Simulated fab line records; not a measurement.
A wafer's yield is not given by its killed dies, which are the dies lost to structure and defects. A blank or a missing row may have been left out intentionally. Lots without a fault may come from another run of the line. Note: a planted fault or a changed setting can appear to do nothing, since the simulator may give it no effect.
Matching of chambers + flow berkeley cmos170 + UCB170_V1_CVD_00 on pecvd-02 has 3 sister chambers
The step deposits SiO2 from TEOS/O2, target thk 2000 nm, time 250 s. 6 wafers are shown with their chamber, then 7 later ones without.

== WAFERS, EACH WITH ITS CHAMBER ==
| wafer  | chamber | rf fwd power W (W) | heater power w (W) |
|--------|---------|--------------------|--------------------|
| L972.3 | 1       | 550.0              | 285                |
| L973.2 | 1       | 551.2              | 272                |
| L973.4 | 0       | 549.7              | 279                |
| L973.6 | 2       | 549.6              | 287                |
| L983.1 | 0       | 548.3              | 217                |
| L983.2 | 2       | 548.9              | 225                |

== WAFERS WITHOUT THEIR CHAMBER ==
| wafer  | rf fwd power W (W) | heater power w (W) |
|--------|--------------------|--------------------|
| L983.3 | 548.6              | 226                |
| L986.3 | 549.7              | 228                |
| L986.4 | 548.9              | 290                |
| L986.6 | 548.8              | 278                |
| L993.2 | 547.3              | 272                |
| L993.4 | 547.1              | 212                |
| L993.6 | 548.7              | 208                |

== WHICH CHAMBER EACH ONE RAN IN ==
| wafer  | from the rows above          | in truth |
|--------|------------------------------|----------|
| L983.3 | can't be placed: 0 or 2      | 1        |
| L986.3 | can't be placed: 2 or 0 or 1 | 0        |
| L986.4 | can't be placed: 2 or 0 or 1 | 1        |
| L986.6 | can't be placed: 2 or 0 or 1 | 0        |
| L993.2 | can't be placed: 0 or 2 or 1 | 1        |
| L993.4 | can't be placed: 0 or 2      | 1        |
| L993.6 | can't be placed: 0 or 2 or 1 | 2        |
Correctly placed: 0 of 7. Unplaceable from these rows: 7, with the true chamber sitting among the candidates in 5. Number placed wrongly: 0.
How it was worked out, from the rows above alone: a wafer's distance from a chamber is the root of the sum, over the readings, of the square of ((its reading less the chamber's mean) divided by the reading's scatter). The wafer belongs to the nearest chamber; if the next one is less than 2 further off, it can't be placed. A chamber's mean is the mean of its shown wafers. The scatter: the root of (the sum of the squares of (reading less its chamber's mean) over the shown wafers, divided by (wafers less chambers)).
